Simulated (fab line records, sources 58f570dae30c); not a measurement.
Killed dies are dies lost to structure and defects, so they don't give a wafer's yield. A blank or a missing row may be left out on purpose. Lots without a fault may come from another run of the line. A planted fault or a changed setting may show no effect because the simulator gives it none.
One fault seen from 2 desks | flow berkeley_cmos170 | each desk has only its own numbers; what lay behind them comes last

THE METROLOGY DESK
What the gauges read, lot by lot, whatever tool the lot ran on: means of the sampled wafers that have a number. A lot is out of limits, marked OUT, if its mean lies more than 4 standard deviations from the usual mean; the brackets give that distance.
Columns: A = cd_nm at UCB170_V1_CD_MEAS_12, usual 700.1 nm; B = V1_OVL at UCB170_V1_OVL_MEAS_13, usual -1 nm; C = cd_nm at UCB170_V1_CD_MEAS_90, usual 699.9 nm; D = M2_AL_RS at UCB170_M2_RS_MEAS_02, usual 0.03217 ohm/sq; E = M2_AL_THK at UCB170_M2_THK_MEAS_03, usual 890 nm
lot  | first seen here | A     | B  | C     | D       | E
L260 | day 8 13:42     | 697.2 | -1 | 697.0 | 0.03183 | 906
L266 | day 9 18:04     | 699.8 | 1  | 700.0 | 0.03196 | 903
L269 | day 10 03:21    | 699.9 | 9  | 699.3 | 0.03221 | 885
L275 | day 11 04:44    | 698.2 | 3  | 697.6 | 0.03215 | 896
L274 | day 11 07:35    | 700.9 | -0 | 701.4 | 0.03239 | 881
L276 | day 11 09:02    | 699.4 | -0 | 699.2 | 0.03205 | 891
This desk's finding: nothing out of limits on any of the 6 lots.

THE TOOL OWNER'S DESK: plasma_asher-01
The tool's own readings at UCB170_M2_STRIP_07 (strips in O2): means of the sampled wafers that have a number, for each lot that ran on this tool. A lot is out of limits, marked OUT, if its mean lies more than 4 standard deviations from the usual mean; the brackets give that distance.
Columns: A = chamber_pressure_mTorr at UCB170_M2_STRIP_07, usual 3500 mTorr; B = drypump_motor_current_A at UCB170_M2_STRIP_07, usual 5.6 A; C = oes_product_au at UCB170_M2_STRIP_07, usual 0.735 a.u.; D = strip_time_to_endpoint_s at UCB170_M2_STRIP_07, usual 21.96 s
lot  | first seen here | A    | B   | C     | D
L269 | day 10 04:52    | 3499 | 5.8 | 0.737 | 21.95
This desk's finding: nothing out of limits on the one lot.

PUT TOGETHER
The metrology desk saw nothing out of limits.
The tool owner's desk saw nothing out of limits.

WHAT THE SIMULATOR HAD PUT IN
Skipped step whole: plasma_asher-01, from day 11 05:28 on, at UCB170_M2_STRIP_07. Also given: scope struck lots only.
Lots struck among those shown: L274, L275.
